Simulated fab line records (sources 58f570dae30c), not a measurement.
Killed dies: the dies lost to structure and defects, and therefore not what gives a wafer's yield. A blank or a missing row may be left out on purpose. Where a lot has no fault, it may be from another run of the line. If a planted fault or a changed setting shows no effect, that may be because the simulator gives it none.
What tool caused it? || flow berkeley_cmos170 || at 1 step of a route of 331, 7 lots with 21 wafers sampled

WHAT EACH GAUGE READ, for each wafer
UCB170_FIELD_THK_MEAS_02.
{"lot": "L876", "measured": "day 4 17:17", "on": "film_metro-02", "FIELD_OXIDE_THK (nm)": "546 546 552"}
{"lot": "L886", "measured": "day 6 11:17", "on": "film_metro-02", "FIELD_OXIDE_THK (nm)": "550 558 562"}
{"lot": "L887", "measured": "day 6 23:56", "on": "film_metro-01", "FIELD_OXIDE_THK (nm)": "549 547 553"}
{"lot": "L891", "measured": "day 8 04:53", "on": "film_metro-04", "FIELD_OXIDE_THK (nm)": "553 560 569"}
{"lot": "L894", "measured": "day 8 11:05", "on": "film_metro-02", "FIELD_OXIDE_THK (nm)": "558 542 555"}
{"lot": "L895", "measured": "day 9 02:59", "on": "film_metro-04", "FIELD_OXIDE_THK (nm)": "574 566 563"}
{"lot": "L897", "measured": "day 9 11:14", "on": "film_metro-02", "FIELD_OXIDE_THK (nm)": "554 545 557"}

EACH LOT AND THE TOOL THAT RAN IT (in order: tool; ch and the chambers of the sampled wafers; start)
The record holds no process step before these readings.

THE ANSWER, worked out from the rows above alone
Rule: the usual values come from the lots themselves. The widest of any qualifying gaps counts: lots, ordered by their means at a reading, are off when they make up no more than a third of the lots, leave a main group of 4 or more, and stand apart from it by 3 or more times the standard deviation of that group's means. A main group whose means are all the same, to the digits that the tables above print for the reading, isn't used. Also off: a lot with no number at a reading for which 4 or more lots have one. All remaining lots with rows at the step are treated as sound.
None of the lots is off at any reading shown; this tells nothing.

WHAT THE SIMULATOR PUT IN
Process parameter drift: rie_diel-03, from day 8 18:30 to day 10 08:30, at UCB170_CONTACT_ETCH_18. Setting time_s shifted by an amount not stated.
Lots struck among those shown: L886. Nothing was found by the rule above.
